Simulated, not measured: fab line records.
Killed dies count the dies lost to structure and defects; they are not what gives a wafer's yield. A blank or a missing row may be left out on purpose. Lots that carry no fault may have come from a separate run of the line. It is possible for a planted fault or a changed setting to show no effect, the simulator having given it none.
A lot that was struck, set against a sound lot	flow rit_cmos	17 steps out of a route of 202
Sound: the wafers L645.1, L645.4, L645.6. Wafers struck: L651.1, L651.5, L651.6. The cause is given at the end.
Order at every step that has rows: each side's tool, ch and its chambers, its first start. Under that, the readings that differ: sound wafers	struck wafers	difference of the means	sigmas: that difference in standard deviations of wafers without a fault.
alike: a reading whose means differ by less than 2 such deviations, as well as words and numbers matching on both sides. not compared: withheld readings; readings where some wafer has no value; bounds like >300 that might hide an equal value; numbers whose values overlap and for which the record gives no deviation.
A row with sigmas, a row that says differs or no value, or rows on one side alone: a step with any of these is where the two part. Numbers that have no deviation but don't overlap get no sigmas and don't part them. Lack of a reading on every wafer of one side parts them only where that side has two or more wafers.

RIT_PWELL_TW_MEAS_10:
  sound: film_metro-01 at day 1 22:54; struck: film_metro-02 at day 3 04:32
reading	sound	struck	difference	sigmas
PWELL_TW	954 952 959	934 941 941	-16	-2
then, 1 step without rows for these wafers: RIT_WELLDRIVE_ANNEAL_00 (time 14700 s).
RIT_WELLDRIVE_RS_MEAS_01: measurement is done with a four-point probe.
  sound: film_metro-04 at day 2 04:02; struck: film_metro-01 at day 3 09:41
reading	sound	struck	difference	sigmas
NWELL_RS (ohm/sq)	274.8 275.4 274.9	276.0 276.1 277.3	+1.4	+2
RIT_WELLDRIVE_RS_MEAS_02: measurement is done with a four-point probe.
  sound: film_metro-04 at day 2 04:10; struck: film_metro-01 at day 3 09:48
reading	sound	struck	difference	sigmas
PWELL_RS (ohm/sq)	428.8 428.0 426.8	429.8 430.4 431.0	+2.5	+2
then, 6 steps without rows for these wafers: RIT_NRETRO_HMDS_00 (prime time 60 s); RIT_NRETRO_COAT_01 (resist thk 1300 nm); RIT_NRETRO_SOFTBAKE_02 (time 60 s); RIT_NRETRO_EXPOSE_03 (exposes mask M4, target cd 43900 nm); RIT_NRETRO_PEB_04; RIT_NRETRO_DEVELOP_05 (develop time 68 s).
RIT_NRETRO_OVL_MEAS_06:
  sound: overlay-02 at day 2 05:29; struck: overlay-01 at day 3 10:48
  alike: NRETRO_OVL
then, 1 step without rows for these wafers: RIT_NRETRO_HARDBAKE_07 (time 120 s).
RIT_NRETRO_IMPLANT_08:
  sound on implanter-03 ch 0, day 2 05:47; struck on implanter-04 ch 0, day 3 11:24
RIT_NRETRO_STRIP_09: strips in O2, time 180 s.
  sound on plasma_asher-03 ch 0, day 2 05:56; struck on plasma_asher-03 ch 0,1, day 3 11:33
  alike: chamber_pressure_mTorr, drypump_motor_current_A
  not compared: rf_hours_counter_h
RIT_NRETRO_TW_MEAS_10:
  sound: film_metro-03 at day 2 06:06; struck: film_metro-04 at day 3 12:07
reading	sound	struck	difference	sigmas
NRETRO_TW	1050 1054 1058	1285 1294 1289	+235	+37
then, 1 step without rows for these wafers: RIT_PRETRO_HMDS_00 (prime time 60 s).
RIT_M1_PROBE_99:
  sound: prober-01 at day 3 08:55; struck: prober-01 at day 4 18:17
reading	sound	struck	difference	sigmas
killed_at_contacts	0 0 0	1 1 0	+1	+2
  alike: killed_at_front_end, killed_dies, killed_open, killed_short

== WHERE THEY PART ==
First at RIT_PWELL_TW_MEAS_10; last, within this record, at RIT_M1_PROBE_99.

WHY: what had been put in by the simulator
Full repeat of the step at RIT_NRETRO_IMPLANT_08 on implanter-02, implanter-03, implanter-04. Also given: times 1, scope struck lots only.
